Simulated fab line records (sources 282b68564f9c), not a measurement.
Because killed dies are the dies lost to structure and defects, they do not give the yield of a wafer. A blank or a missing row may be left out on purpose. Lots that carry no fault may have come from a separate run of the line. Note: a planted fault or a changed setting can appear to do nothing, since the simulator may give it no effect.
Lot-split experiment	flow ritCmos	23 wafers read across 5 lots, on a route 202 steps long

== ON THE SPLIT ==
At RIT_GATE_DEVELOP_15 (develop time 50 s), the setting devTempC was moved away from the recipe's 23 C on 6 of the 23 wafers read, by -14.7% to +14.2%. For the rest of the wafers, this setting stayed at what the recipe calls for.

== FROM THE SPLIT TO THE READING: what the file shows between them, 2 steps ==
- RIT_REOX_OXIDATION_03: target thk 25.2 nm, ox time 5580 s (also split here: tempC)
- RIT_REOX_THK_MEAS_04

== THE READING ==
etest.nmos_0p15.rOnOhmUm (the simulator's own value, which no gauge read), at RIT_M1_PROBE_99. The file does not state a usual value for it. Across the 17 wafers here that went through the recipe, the average is 1216 and the standard deviation 1.5e+02.

wafer	tool, chamber at the split	devTempC as run, C	against the recipe	etest.nmos_0p15.rOnOhmUm	against lot-mates on the recipe
L075.1	lithoTrack-04, 0	26.26	+14.2%	1238	+161
L075.2	lithoTrack-04, 0	26.26	+14.2%	1304	+227
L075.3	lithoTrack-04, 0	26.26	+14.2%	1264	+187
L075.4	lithoTrack-04, 0	23	recipe	1073	-
L075.6	lithoTrack-04, 0	23	recipe	1081	-
L074.2	lithoTrack-01, 0	19.61	-14.7%	1073	-246
L074.3	lithoTrack-01, 0	23	recipe	1280	-
L074.4	lithoTrack-01, 0	23	recipe	1359	-
L074.5	lithoTrack-01, 0	19.61	-14.7%	1220	-100
L074.6	lithoTrack-01, 0	19.61	-14.7%	1132	-188
L076.3	lithoTrack-04, 0	23	recipe	1098	-
L076.4	lithoTrack-04, 0	23	recipe	1069	-
L076.5	lithoTrack-04, 0	23	recipe	1122	-
L080.1	lithoTrack-01, 0	23	recipe	1402	-
L080.2	lithoTrack-01, 0	23	recipe	1432	-
L080.4	lithoTrack-01, 0	23	recipe	1475	-
L080.5	lithoTrack-01, 0	23	recipe	1424	-
L080.6	lithoTrack-01, 0	23	recipe	1376	-
L084.2	lithoTrack-01, 0	23	recipe	1111	-
L084.3	lithoTrack-01, 0	23	recipe	1047	-
L084.4	lithoTrack-01, 0	23	recipe	1132	-
L084.5	lithoTrack-01, 0	23	recipe	1098	-
L084.6	lithoTrack-01, 0	23	recipe	1101	-

THE FIT
A straight line over all 23 wafers: etest.nmos_0p15.rOnOhmUm changes by +4.4 for each +1% of devTempC; r = +0.24; the points scatter about the line by 1.4e+02.
The same after taking each lot's own level away (the mean of its wafers on the recipe; 23 wafers): +12.8 for each +1%; r = +0.94; scatter 36.
That fit puts the effect of the largest move of devTempC on the reading at 1.9e+02.
Across the lots, their own levels run from 1077.0 to 1421.8, a range of 2.3 times the standard deviation given above.
So the lot-to-lot level blurs the effect unless lot-mates are compared.
Check: -169 against its lot-mates is what the line predicts for one of the wafers moved furthest among these (-14.7%) when that wafer is left out of the fit. It came out at -246 against them.

== FURTHER SPLITS ON THESE WAFERS ==
These wafers also went through other splits before the reading. Each is held against what the fit with the lots' levels taken away leaves over:
other split on the same wafers	wafers away from the commonest value	r with etest.nmos_0p15.rOnOhmUm (lot level and that fit taken away)
RIT_ACTIVE_CVD_03 sih2cl2FlowSccm	18	+0.04
RIT_ACTIVE_COAT_06 spinRpm	8	+0.31
RIT_ACTIVE_ETCH_13 rfW	8	+0.23
RIT_FOX2_OXIDATION_00 tempC	10	+0.02
RIT_NWELL_COAT_01 spinRpm	6	+0.03
RIT_GATE_OXIDATION_05 oxTimeS	18	+0.02
RIT_GATE_CVD_08 pressureMtorr	15	+0.07
RIT_REOX_OXIDATION_03 tempC	15	+0.01

== THE WHOLE CHAIN: every reading that the file lists as answering this split, in the file's order ==
step	what it does	reading	change (the file's fit)	r (the file's)
RIT_M1_PROBE_99		etest.pmos_0p15.rOnOhmUm (the simulator's own value, which no gauge read)	+36.4 for each +1% of the setting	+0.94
RIT_M1_PROBE_99		etest.pmos_0p3.rOnOhmUm (the simulator's own value, which no gauge read)	+36.1 for each +1% of the setting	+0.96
RIT_M1_PROBE_99		etest.nmos_0p15.rOnOhmUm (the simulator's own value, which no gauge read)	+12.8 for each +1% of the setting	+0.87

== FILE'S OWN FIT ==
etest.nmos_0p15.rOnOhmUm changes by +12.8 for each +1% of devTempC, r = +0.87.
